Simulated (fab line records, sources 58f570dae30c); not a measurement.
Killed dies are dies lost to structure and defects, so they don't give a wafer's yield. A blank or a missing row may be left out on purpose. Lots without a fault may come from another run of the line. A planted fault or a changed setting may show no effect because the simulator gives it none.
fab line records | flow berkeley_cmos170
record lots=5 wafers=15 last_day=11
route steps=331 shown NSD@189 BACKSIDE@199 SDANNEAL@204 PSD@206 PLDD@208 NLDD@209 SILICIDE@210 CONTACT@216
lots that met no fault: from a run of the same line without faults
start_h: hours from the record's first day to the start of the lot's first wafer shown | wait_h: hours since the lot's step before | " the same as in the row above | L1.1+2: a row that stands for several wafers | - no value, or no start given | * or withheld: withheld | < > ~ a bound
route shown NAME@n: a module of which the file shows steps, and the number in the route of the first | usual: mean/standard deviation of fault-free wafers | same: alike in all rows | chamber/n: place in a boat | sites: the reading at each site | _std_site: their standard deviation | _edge_site: outer sites' mean less inner sites' | radius_mm: how far each site lies from the wafer's centre | mask NAME#n: copy n | behind: the tool/chamber that last shaped the wafer | hold: why the lot was held/for how many hours/how that ended | device: the transistor (n, p or np) that didn't switch | end of line: the same wafers' tests at the end of the route | a step without rows: its recipe alone | killed: dies lost to structure and defects at the first sort, not the wafer's yield | map: a wafer's dies, x killed, . not, _ none there
set.NAME: the setting as run; set.NAME@STEP: as run at that earlier step | model.NAME: the simulator's own value behind a step, which no gauge read
lots at some steps of the route; a table a step, a row a wafer
services: from which hour (start_h, from the record's first day; less than 0 if before it) a tool's chamber was out of use, for how many hours, and why
## steps
# step UCB170_NSD_SOFTBAKE_02
# recipe resist=KrF temp_c=130 time_s=57.62
# usual plate_temp_C=130.03/0.13
# columns lot.wafer tool chamber start_h wait_h plate_temp_C
L079.1 litho_track-04 0 157.88 0.1 130.05
L079.2 " 0 " " 130.23
L079.6 " 0 " " 130.18
L081.2 litho_track-04 0 176.74 0.1 129.83
L081.4 " 0 " " 129.88
L081.6 " 0 " " 129.93
L082.4 litho_track-03 0 182.67 0.1 130.40
L082.5 " 0 " " 130.22
L082.6 " 0 " " 130.22
L090.3 litho_track-04 0 229.68 0.1 129.82
L090.4 " 0 " " 129.92
L090.5 " 0 " " 129.92
L093.1 litho_track-03 0 244.72 0.1 130.00
L093.2 " 0 " " 130.04
L093.4 " 0 " " 129.91
# step UCB170_NSD_EXPOSE_03
# recipe mask_id=NSELECT_MOD na=0.5 sigma_outer=0.6 source_shape=conventional target_cd_nm=1200 dose_mj=30
# columns lot.wafer tool chamber start_h wait_h mask
L079.1+2+6 krf_scanner-02 0 158.22 0.3 NSELECT_MOD#0
L081.2+4+6 krf_scanner-01 0 177.01 0.2 NSELECT_MOD#0
L082.4+5+6 krf_scanner-02 0 182.81 0.1 NSELECT_MOD#0
L090.3+4+5 krf_scanner-01 0 230.08 0.4 NSELECT_MOD#0
L093.1+2+4 krf_scanner-02 0 245.03 0.3 NSELECT_MOD#0
# step UCB170_NSD_PEB_04
# recipe peb_temp_c=130 peb_time_s=withheld resist=KrF
# usual plate_temp_C=130.01/0.13
# columns lot.wafer tool chamber start_h wait_h plate_temp_C
L079.1 litho_track-03 0 158.34 0.1 129.94
L079.2 " 0 " " 129.98
L079.6 " 0 " " 129.87
L081.2 litho_track-02 0 177.20 0.2 129.93
L081.4 " 0 " " 129.91
L081.6 " 0 " " 130.05
L082.4 litho_track-03 0 182.94 0.1 130.16
L082.5 " 0 " " 130.08
L082.6 " 0 " " 130.12
L090.3 litho_track-02 0 230.20 0.1 130.13
L090.4 " 0 " " 130.28
L090.5 " 0 " " 130.03
L093.1 litho_track-02 0 246.06 1.0 130.01
L093.2 " 0 " " 129.91
L093.4 " 0 " " 130.03
# step UCB170_NSD_DEVELOP_05
# recipe developer=TMAH develop_time_s=45 resist=KrF dev_temp_c=21
# same develop_time_s=45
# columns lot.wafer tool chamber start_h wait_h
L079.1+2+6 litho_track-03 0 - -
L081.2+4+6 litho_track-02 0 - -
L082.4+5+6 litho_track-03 0 - -
L090.3+4+5 litho_track-02 0 - -
L093.1+2+4 litho_track-02 0 - -
# step UCB170_NSD_CD_MEAS_06
# recipe target_cd_nm=1200
# usual cd_nm=1200.1/1.3
# columns lot.wafer tool chamber start_h wait_h cd_nm
L079.1 cd_sem-02 - 158.61 - 1198.8
L079.2 " - " " 1198.8
L079.6 " - " " 1200.0
L081.2 cd_sem-02 - 177.47 - 1200.1
L081.4 " - " " 1201.2
L081.6 " - " " 1200.5
L082.4 cd_sem-01 - 183.20 - 1199.8
L082.5 " - " " 1201.6
L082.6 " - " " 1199.8
L090.3 cd_sem-01 - 230.47 - 1198.3
L090.4 " - " " 1198.3
L090.5 " - " " 1198.3
L093.1 cd_sem-01 - 246.33 - 1203.3
L093.2 " - " " 1200.5
L093.4 " - " " 1200.8
# step UCB170_NSD_OVL_MEAS_07
# usual NSD_OVL=1/5.7
# columns lot.wafer tool chamber start_h wait_h NSD_OVL[nm]
L079.1 overlay-01 - 158.73 0.1 5
L079.2 " - " " 1
L079.6 " - " " 0
L081.2 overlay-01 - 177.58 0.1 7
L081.4 " - " " -3
L081.6 " - " " -5
L082.4 overlay-02 - 183.28 0.1 -6
L082.5 " - " " 6
L082.6 " - " " -5
L090.3 overlay-01 - 230.56 0.1 9
L090.4 " - " " 6
L090.5 " - " " 4
L093.1 overlay-02 - 246.45 0.1 10
L093.2 " - " " 1
L093.4 " - " " 2
# step UCB170_NSD_IMPLANT_08
# recipe species=P dose_cm2=3e+15 energy_kev=40 tilt_deg=7
# usual dose_ions_cm2=3e+15/3e+12 end_station_pressure_torr=1.26e-05/5.7e-07 faraday_current_uA=9251/170
# columns lot.wafer tool chamber start_h wait_h dose_ions_cm2 end_station_pressure_torr faraday_current_uA
L079.1 implanter-03 0 158.77 0.0 2.997e+15 1.24e-05 9388
L079.2 " 0 " " 3.001e+15 1.37e-05 9226
L079.6 " 0 " " 2.996e+15 1.27e-05 8930
L081.2 implanter-03 0 177.63 0.0 3.004e+15 1.3e-05 9199
L081.4 " 0 " " 2.997e+15 1.19e-05 9154
L081.6 " 0 " " 2.998e+15 1.3e-05 9301
L082.4 implanter-04 0 183.37 0.1 3.001e+15 1.24e-05 9469
L082.5 " 0 " " 3.003e+15 1.24e-05 9010
L082.6 " 0 " " 3.003e+15 1.21e-05 9264
L090.3 implanter-04 0 230.63 0.1 3.003e+15 1.22e-05 9189
L090.4 " 0 " " 3.007e+15 1.08e-05 9094
L090.5 " 0 " " 3.002e+15 1.22e-05 9261
L093.1 implanter-04 0 246.49 0.0 2.998e+15 1.23e-05 9063
L093.2 " 0 " " 3.004e+15 1.21e-05 9420
L093.4 " 0 " " 2.997e+15 1.29e-05 9028
# step UCB170_NSD_STRIP_09
# recipe chemistry=O2 power_w=400 pressure_mtorr=3500 platen_temp_c=withheld o2_flow_sccm=400 overash_fraction=0.5
# usual drypump_motor_current_A=5.6/0.66 oes_product_au=0.534/0.0045 strip_time_to_endpoint_s=35.80/0.069
# columns lot.wafer tool chamber start_h wait_h drypump_motor_current_A oes_product_au rf_hours_counter_h strip_time_to_endpoint_s
L079.1 plasma_asher-01 0 158.92 0.1 6.7 0.536 37 35.72
L079.2 " 1 " " 5.8 0.531 37 35.66
L079.6 " 0 " " 6.7 0.539 - 35.75
L081.2 plasma_asher-02 1 177.76 0.1 4.8 0.532 48 35.78
L081.4 " 0 " " 5.4 0.531 - 35.74
L081.6 " 0 " " 5.4 0.538 - 35.69
L082.4 plasma_asher-01 1 183.48 0.1 5.8 0.526 - 35.82
L082.5 " 0 " " 6.6 0.529 - 35.68
L082.6 " 1 " " 5.8 0.540 - 35.76
L090.3 plasma_asher-04 1 230.77 0.1 5.0 0.534 - 35.85
L090.4 " 0 " " 6.2 0.535 - 35.90
L090.5 " 0 " " 6.2 0.533 - 35.94
L093.1 plasma_asher-02 1 246.64 0.1 4.8 0.537 55 35.85
L093.2 " 0 " " 5.4 0.532 55 35.86
L093.4 " 0 " " 5.4 0.543 - 35.82
# step UCB170_NSD_TW_MEAS_10
# usual NSD_TW=4213/26
# columns lot.wafer tool chamber start_h wait_h NSD_TW
L079.1 film_metro-02 - 159.02 0.1 4216
L079.2 " - " " 4217
L079.6 " - " " 4228
L081.2 film_metro-01 - 177.87 0.1 4237
L081.4 " - " " 4208
L081.6 " - " " 4225
L082.4 film_metro-01 - 183.58 0.1 4236
L082.5 " - " " 4210
L082.6 " - " " 4214
L090.3 film_metro-02 - 230.85 0.1 4209
L090.4 " - " " 4216
L090.5 " - " " 4215
L093.1 film_metro-02 - 246.74 0.1 4237
L093.2 " - " " 4218
L093.4 " - " " 4225
# step UCB170_NSD_CLEAN_11
# recipe chemistry=SPM temp_c=120 time_s=600
# columns lot.wafer tool chamber start_h wait_h
L079.1+2+6 wet_bench-02 1 159.08 0.1
L081.2+4+6 wet_bench-02 1 177.92 0.0
L082.4+5+6 wet_bench-04 1 183.61 0.0
L090.3+4+5 wet_bench-03 2 230.92 0.1
L093.1+2+4 wet_bench-02 3 247.05 0.3
# step UCB170_BACKSIDE_HMDS_00
# recipe prime_time_s=60 prime_temp_c=100
# usual prime_temp_c=100.01/0.13
# columns lot.wafer tool chamber start_h wait_h prime_temp_c
L079.1 litho_track-04 0 159.25 0.0 100.06
L079.2 " 0 " " 100.07
L079.6 " 0 " " 100.23
L081.2 litho_track-04 0 178.34 0.2 99.95
L081.4 " 0 " " 99.99
L081.6 " 0 " " 99.87
L082.4 litho_track-04 0 184.01 0.2 100.02
L082.5 " 0 " " 99.94
L082.6 " 0 " " 99.99
L090.3 litho_track-04 0 231.31 0.2 100.10
L090.4 " 0 " " 99.85
L090.5 " 0 " " 99.84
L093.1 litho_track-01 0 247.51 0.3 99.81
L093.2 " 0 " " 99.90
L093.4 " 0 " " 99.90
# step UCB170_BACKSIDE_COAT_01
# recipe resist=KrF spin_rpm=1500 resist_thk_nm=917.6
# columns lot.wafer tool chamber start_h wait_h
L079.1+2+6 litho_track-04 0 159.40 0.1
L081.2+4+6 litho_track-04 0 178.49 0.1
L082.4+5+6 litho_track-04 0 184.16 0.1
L090.3+4+5 litho_track-04 0 231.46 0.1
L093.1+2+4 litho_track-01 0 247.66 0.1
# step UCB170_BACKSIDE_SOFTBAKE_02
# recipe resist=KrF temp_c=130 time_s=60
# usual plate_temp_C=130.02/0.13
# columns lot.wafer tool chamber start_h wait_h plate_temp_C
L079.1 litho_track-04 0 159.55 0.1 130.04
L079.2 " 0 " " 129.96
L079.6 " 0 " " 130.11
L081.2 litho_track-04 0 178.64 0.1 129.91
L081.4 " 0 " " 129.95
L081.6 " 0 " " 129.99
L082.4 litho_track-04 0 184.31 0.1 130.02
L082.5 " 0 " " 130.06
L082.6 " 0 " " 130.06
L090.3 litho_track-04 0 231.61 0.1 130.08
L090.4 " 0 " " 129.85
L090.5 " 0 " " 129.84
L093.1 litho_track-01 0 247.81 0.1 130.14
L093.2 " 0 " " 129.83
L093.4 " 0 " " 129.98
# step UCB170_BACKSIDE_STRIP_03
# recipe chemistry=O2 power_w=400 pressure_mtorr=3500 platen_temp_c=withheld o2_flow_sccm=400 overash_fraction=0.5
# usual drypump_motor_current_A=5.8/0.54 oes_product_au=0.735/0.0041 strip_time_to_endpoint_s=22.35/0.076
# columns lot.wafer tool chamber start_h wait_h drypump_motor_current_A oes_product_au rf_hours_counter_h strip_time_to_endpoint_s
L079.1 plasma_asher-04 1 159.70 0.1 4.9 0.738 43 22.32
L079.2 " 0 " " 6.2 0.735 43 22.33
L079.6 " 1 " " 4.9 0.734 - 22.31
L081.2 plasma_asher-01 1 178.76 0.1 5.8 0.738 39 22.24
L081.4 " 0 " " 6.6 0.740 - 22.34
L081.6 " 1 " " 5.8 0.733 - 22.21
L082.4 plasma_asher-03 0 184.42 0.1 5.6 0.744 - 22.30
L082.5 " 0 " " 5.6 0.731 - 22.40
L082.6 " 1 " " 5.8 0.740 - 22.22
L090.3 plasma_asher-04 1 231.74 0.1 4.9 0.738 - 22.28
L090.4 " 0 " " 6.2 0.729 - 22.31
L090.5 " 1 " " 4.9 0.737 - 22.32
L093.1 plasma_asher-01 0 247.96 0.1 6.6 0.735 47 22.37
L093.2 " 1 " " 5.8 0.732 47 22.40
L093.4 " 0 " " 6.6 0.735 - 22.44
# step UCB170_BACKSIDE_CLEAN_04
# recipe chemistry=SPM temp_c=120 time_s=600
# columns lot.wafer tool chamber start_h wait_h
L079.1+2+6 wet_bench-04 3 159.80 0.1
L081.2+4+6 wet_bench-02 1 178.86 0.1
L082.4+5+6 wet_bench-04 2 184.49 0.0
L090.3+4+5 wet_bench-02 3 231.81 0.0
L093.1+2+4 wet_bench-02 1 248.06 0.1
# step UCB170_SDANNEAL_RTA_00
# recipe temp_c=900 time_s=10 ambient=N2
# usual lamp_power_pct=23.0/2.7 wafer_temp_C_max=903.5/0.78
# columns lot.wafer tool chamber start_h wait_h lamp_power_pct wafer_temp_C_max
L079.1 rtp_anneal-01 0 159.98 0.0 25.7 904.4
L079.2 " 0 " " 25.7 902.7
L079.6 " 0 " " 25.7 902.4
L081.2 rtp_anneal-01 0 179.05 0.0 25.7 903.8
L081.4 " 0 " " 25.7 903.7
L081.6 " 0 " " 25.8 903.7
L082.4 rtp_anneal-01 0 184.69 0.0 25.7 901.7
L082.5 " 0 " " 25.7 902.8
L082.6 " 0 " " 25.7 903.5
L090.3 rtp_anneal-02 0 232.02 0.0 20.4 903.2
L090.4 " 0 " " 20.4 903.7
L090.5 " 0 " " 20.4 904.0
L093.1 rtp_anneal-02 0 248.23 0.0 20.3 904.3
L093.2 " 0 " " 20.3 904.6
L093.4 " 0 " " 20.4 904.3
# step UCB170_SDANNEAL_RTA_01
# recipe temp_c=1050 time_s=5 ambient=N2
# usual lamp_power_pct=36/4.2 wafer_temp_C_max=1054.1/0.95
# columns lot.wafer tool chamber start_h wait_h lamp_power_pct wafer_temp_C_max
L079.1 rtp_anneal-01 0 160.04 0.1 40 1053.7
L079.2 " 0 " " 40 1053.8
L079.6 " 0 " " 40 1053.2
L081.2 rtp_anneal-01 0 179.12 0.1 40 1054.4
L081.4 " 0 " " 40 1055.0
L081.6 " 0 " " 40 1055.2
L082.4 rtp_anneal-01 0 184.76 0.1 40 1053.3
L082.5 " 0 " " 40 1054.7
L082.6 " 0 " " 40 1053.5
L090.3 rtp_anneal-02 0 232.09 0.1 31 1054.4
L090.4 " 0 " " 31 1053.5
L090.5 " 0 " " 31 1055.1
L093.1 rtp_anneal-02 0 248.30 0.1 31 1054.0
L093.2 " 0 " " 31 1053.3
L093.4 " 0 " " 31 1054.8
# step UCB170_SDANNEAL_RS_MEAS_02
# recipe thk_meas_gauge=four-point-probe
# usual PSD_RS=75.5/0.32
# columns lot.wafer tool chamber start_h wait_h PSD_RS[ohm/sq]
L079.1 film_metro-04 - 160.10 0.0 74.9
L079.2 " - " " 74.9
L079.6 " - " " 74.8
L081.2 film_metro-02 - 179.18 0.1 75.1
L081.4 " - " " 75.6
L081.6 " - " " 75.1
L082.4 film_metro-04 - 184.85 0.1 75.8
L082.5 " - " " 75.5
L082.6 " - " " 75.6
L090.3 film_metro-01 - 232.17 0.1 75.7
L090.4 " - " " 75.9
L090.5 " - " " 75.6
L093.1 film_metro-04 - 248.36 0.0 75.2
L093.2 " - " " 75.3
L093.4 " - " " 75.3
# step UCB170_SDANNEAL_RS_MEAS_03
# recipe thk_meas_gauge=four-point-probe
# usual NSD_RS=37.28/0.078
# columns lot.wafer tool chamber start_h wait_h NSD_RS[ohm/sq]
L079.1 film_metro-04 - 160.22 0.1 37.24
L079.2 " - " " 37.41
L079.6 " - " " 37.31
L081.2 film_metro-02 - 179.30 0.1 37.35
L081.4 " - " " 37.33
L081.6 " - " " 37.42
L082.4 film_metro-04 - 184.97 0.1 37.24
L082.5 " - " " 37.30
L082.6 " - " " 37.33
L090.3 film_metro-01 - 232.29 0.1 37.29
L090.4 " - " " 37.26
L090.5 " - " " 37.22
L093.1 film_metro-04 - 248.48 0.1 37.17
L093.2 " - " " 37.28
L093.4 " - " " 37.17
# step UCB170_SDANNEAL_RS_MEAS_04
# recipe thk_meas_gauge=four-point-probe
# usual PLDD_RS=1031.2/2.8
# columns lot.wafer tool chamber start_h wait_h PLDD_RS[ohm/sq]
L079.1 film_metro-04 - 160.34 0.1 1032.8
L079.2 " - " " 1033.2
L079.6 " - " " 1032.3
L081.2 film_metro-02 - 179.42 0.1 1026.6
L081.4 " - " " 1027.0
L081.6 " - " " 1028.4
L082.4 film_metro-04 - 185.09 0.1 1028.5
L082.5 " - " " 1029.6
L082.6 " - " " 1029.4
L090.3 film_metro-01 - 232.41 0.1 1025.6
L090.4 " - " " 1027.7
L090.5 " - " " 1028.6
L093.1 film_metro-04 - 248.60 0.1 1029.4
L093.2 " - " " 1030.5
L093.4 " - " " 1031.2
# step UCB170_SDANNEAL_RS_MEAS_05
# recipe thk_meas_gauge=four-point-probe
# usual NLDD_RS=616.4/1.3
# columns lot.wafer tool chamber start_h wait_h NLDD_RS[ohm/sq]
L079.1 film_metro-04 - 160.46 0.1 613.9
L079.2 " - " " 614.5
L079.6 " - " " 616.4
L081.2 film_metro-02 - 179.54 0.1 617.7
L081.4 " - " " 615.8
L081.6 " - " " 616.2
L082.4 film_metro-04 - 185.21 0.1 614.6
L082.5 " - " " 615.3
L082.6 " - " " 614.6
L090.3 film_metro-01 - 232.53 0.1 616.1
L090.4 " - " " 615.2
L090.5 " - " " 617.4
L093.1 film_metro-04 - 248.72 0.1 617.4
L093.2 " - " " 617.1
L093.4 " - " " 617.9
# step UCB170_SILICIDE_PRE_CLEAN_00
# recipe gas=Ar preclean_etch_time_s=60
# columns lot.wafer tool chamber start_h wait_h
L079.1+2+6 pvd_sputter-04 - 160.58 0.1
L081.2+4+6 pvd_sputter-02 - 179.64 0.1
L082.4+5+6 pvd_sputter-02 - 185.27 0.0
L090.3+4+5 pvd_sputter-02 - 232.61 0.1
L093.1+2+4 pvd_sputter-04 - 248.84 0.1
# step UCB170_SILICIDE_SPUTTER_01
# recipe material=Ti target_thk_nm=30 time_s=25 power_w=1500 chamber_pressure_pa=0.5
# usual throttle_valve_pct=30.5/1
# columns lot.wafer tool chamber start_h wait_h throttle_valve_pct
L079.1 pvd_sputter-04 - 160.65 0.0 30.0
L079.2 " - " " 30.7
L079.6 " - " " 30.6
L081.2 pvd_sputter-02 - 179.71 0.0 29.8
L081.4 " - " " 31.0
L081.6 " - " " 32.8
L082.4 pvd_sputter-02 - 185.33 0.0 30.7
L082.5 " - " " 30.5
L082.6 " - " " 32.8
L090.3 pvd_sputter-02 - 232.67 0.0 30.8
L090.4 " - " " 33.1
L090.5 " - " " 32.8
L093.1 pvd_sputter-04 - 248.91 0.0 30.9
L093.2 " - " " 30.1
L093.4 " - " " 30.5
# step UCB170_SILICIDE_RS_MEAS_02
# recipe thk_meas_gauge=four-point-probe reads=Ti_of_SILICIDE_SPUTTER_01
# usual SILICIDE_TI_RS=26.1/0.37
# columns lot.wafer tool chamber start_h wait_h SILICIDE_TI_RS[ohm/sq]
L079.1 film_metro-04 - 160.68 0.0 26.4
L079.2 " - " " 26.5
L079.6 " - " " 26.2
L081.2 film_metro-04 - 179.76 0.0 26.1
L081.4 " - " " 26.4
L081.6 " - " " 26.2
L082.4 film_metro-03 - 185.42 0.1 26.4
L082.5 " - " " 26.3
L082.6 " - " " 26.4
L090.3 film_metro-03 - 232.74 0.1 26.3
L090.4 " - " " 26.4
L090.5 " - " " 26.3
L093.1 film_metro-03 - 248.94 0.0 25.6
L093.2 " - " " 25.7
L093.4 " - " " 25.7
# step UCB170_SILICIDE_THK_MEAS_03
# recipe thk_meas_gauge=xrf reads=Ti_of_SILICIDE_SPUTTER_01
# usual SILICIDE_TI_THK=30.5/0.34
# columns lot.wafer tool chamber start_h wait_h SILICIDE_TI_THK[nm]
L079.1 film_metro-04 - 160.80 0.1 30.2
L079.2 " - " " 29.8
L079.6 " - " " 30.2
L081.2 film_metro-04 - 179.87 0.1 30.5
L081.4 " - " " 30.3
L081.6 " - " " 30.3
L082.4 film_metro-03 - 185.51 0.1 30.3
L082.5 " - " " 30.3
L082.6 " - " " 30.2
L090.3 film_metro-03 - 232.84 0.1 30.2
L090.4 " - " " 30.1
L090.5 " - " " 30.3
L093.1 film_metro-03 - 249.06 0.1 30.9
L093.2 " - " " 31.0
L093.4 " - " " 30.9
# step UCB170_SILICIDE_RTA_04
# recipe temp_c=650 time_s=15 ambient=N2
# usual lamp_power_pct=10.0/1.2 wafer_temp_C_max=652.5/0.58
# columns lot.wafer tool chamber start_h wait_h lamp_power_pct wafer_temp_C_max
L079.1 rtp_anneal-01 0 160.86 0.1 11.0 653.0
L079.2 " 0 " " 11.0 652.0
L079.6 " 0 " " 11.1 652.7
L081.2 rtp_anneal-01 0 179.93 0.1 11.0 651.8
L081.4 " 0 " " 11.0 652.2
L081.6 " 0 " " 11.0 651.6
L082.4 rtp_anneal-01 0 185.58 0.1 11.0 651.9
L082.5 " 0 " " 11.0 652.6
L082.6 " 0 " " 11.0 651.9
L090.3 rtp_anneal-01 0 232.91 0.1 11.0 651.9
L090.4 " 0 " " 11.0 652.8
L090.5 " 0 " " 11.0 652.5
L093.1 rtp_anneal-02 0 249.12 0.1 8.7 653.3
L093.2 " 0 " " 8.7 652.5
L093.4 " 0 " " 8.7 651.9
# step UCB170_SILICIDE_WET_ETCH_05
# recipe chemistry=SPM time_s=45 temp_c=120 target=Ti
# columns lot.wafer tool chamber start_h wait_h
L079.1+2+6 wet_bench-01 2 160.93 0.1
L081.2+4+6 wet_bench-02 3 180.00 0.1
L082.4+5+6 wet_bench-02 2 185.62 0.0
L090.3+4+5 wet_bench-02 3 232.96 0.0
L093.1+2+4 wet_bench-02 2 249.25 0.1
# step UCB170_CONTACT_CLEAN_00
# recipe chemistry=SPM temp_c=120 time_s=600
# columns lot.wafer tool chamber start_h wait_h
L079.1+2+6 wet_bench-01 0 160.95 0.0
L081.2+4+6 wet_bench-02 3 180.02 0.0
L082.4+5+6 wet_bench-02 3 185.64 0.0
L090.3+4+5 wet_bench-03 1 232.98 0.0
L093.1+2+4 wet_bench-02 0 249.28 0.0
# step UCB170_CONTACT_CVD_01
# recipe material=PSG target_thk_nm=700 temp_c=450 precursor=SiH4/O2/PH3 time_s=2820 pressure_mtorr=300 sih4_flow_sccm=60 o2_flow_sccm=90 ph3_flow_sccm=25
# columns lot.wafer tool chamber start_h wait_h
L079.1+2+6 lpcvd-01 1 163.22 2.1
L081.2+4+6 lpcvd-01 1 180.19 0.0
L082.4+5+6 lpcvd-02 1 186.35 0.5
L090.3+4+5 lpcvd-02 1 234.60 1.4
L093.1+2+4 lpcvd-01 1 249.45 0.0
# step UCB170_CONTACT_THK_MEAS_02
# recipe reads=PSG_of_CONTACT_CVD_01
# usual CONTACT_PSG_THK=700/5.7
# columns lot.wafer tool chamber start_h wait_h CONTACT_PSG_THK[nm]
L079.1 film_metro-04 - 165.00 0.0 706
L079.2 " - " " 701
L079.6 " - " " 697
L081.2 film_metro-03 - 181.99 0.0 703
L081.4 " - " " 701
L081.6 " - " " 700
L082.4 film_metro-02 - 189.05 0.0 701
L082.5 " - " " 697
L082.6 " - " " 704
L090.3 film_metro-04 - 236.41 0.0 702
L090.4 " - " " 696
L090.5 " - " " 695
L093.1 film_metro-04 - 252.13 0.0 697
L093.2 " - " " 702
L093.4 " - " " 702
# step UCB170_CONTACT_HMDS_03
# recipe prime_time_s=60 prime_temp_c=100
# usual prime_temp_c=100.00/0.13
# columns lot.wafer tool chamber start_h wait_h prime_temp_c
L079.1 litho_track-01 0 165.19 0.2 99.85
L079.2 " 0 " " 99.86
L079.6 " 0 " " 99.78
L081.2 litho_track-04 0 182.06 0.1 100.24
L081.4 " 0 " " 99.96
L081.6 " 0 " " 100.05
L082.4 litho_track-03 0 189.16 0.1 99.95
L082.5 " 0 " " 99.85
L082.6 " 0 " " 99.90
L090.3 litho_track-03 0 236.50 0.1 100.23
L090.4 " 0 " " 100.18
L090.5 " 0 " " 100.18
L093.1 litho_track-01 0 252.46 0.3 100.12
L093.2 " 0 " " 99.77
L093.4 " 0 " " 99.87
# step UCB170_CONTACT_COAT_04
# recipe resist=KrF spin_rpm=1500 resist_thk_nm=900
# columns lot.wafer tool chamber start_h wait_h
L079.1+2+6 litho_track-01 0 165.34 0.1
L081.2+4+6 litho_track-04 0 182.21 0.1
L082.4+5+6 litho_track-03 0 189.31 0.1
L090.3+4+5 litho_track-03 0 236.65 0.1
L093.1+2+4 litho_track-01 0 252.61 0.1
# step UCB170_CONTACT_SOFTBAKE_05
# recipe resist=KrF temp_c=130 time_s=60
# usual plate_temp_C=130.02/0.13
# columns lot.wafer tool chamber start_h wait_h plate_temp_C
L079.1 litho_track-01 0 165.49 0.1 129.87
L079.2 " 0 " " 130.00
L079.6 " 0 " " 130.03
L081.2 litho_track-04 0 182.36 0.1 129.95
L081.4 " 0 " " 129.93
L081.6 " 0 " " 130.08
L082.4 litho_track-03 0 189.46 0.1 129.99
L082.5 " 0 " " 130.01
L082.6 " 0 " " 130.29
L090.3 litho_track-03 0 236.80 0.1 129.98
L090.4 " 0 " " 130.23
L090.5 " 0 " " 130.08
L093.1 litho_track-01 0 252.76 0.1 129.91
L093.2 " 0 " " 129.95
L093.4 " 0 " " 129.89
## services
# columns tool chamber start_h hours kind
krf_scanner-01 - 145.00 1.0 pm
implanter-03 - 146.94 1.7 repair
implanter-03 - 150.65 2.5 repair
implanter-04 - 152.80 22.7 pm
krf_scanner-01 - 155.07 1.3 pm
krf_scanner-02 0 159.07 - calibration
plasma_asher-04 - 171.55 7.5 repair
pvd_sputter-02 - 171.89 7.3 repair
plasma_asher-04 - 174.15 1.8 repair
krf_scanner-02 - 189.43 0.8 pm
krf_scanner-01 0 195.10 - calibration
krf_scanner-02 - 200.22 3.8 repair
krf_scanner-02 - 203.98 1.3 pm
pvd_sputter-04 3 204.91 - consumable_replace:kit
pvd_sputter-04 3 204.91 18.0 scheduled_down
pvd_sputter-04 3 204.91 18.0 vent_cycle
krf_scanner-01 - 205.28 4.0 pm
pvd_sputter-04 - 210.34 3.4 repair
implanter-04 - 213.57 1.2 repair
pvd_sputter-04 - 217.50 23.0 repair
plasma_asher-01 - 223.40 2.8 pm
krf_scanner-01 - 231.39 3.6 pm
krf_scanner-01 - 234.94 0.8 pm
## key
fault none
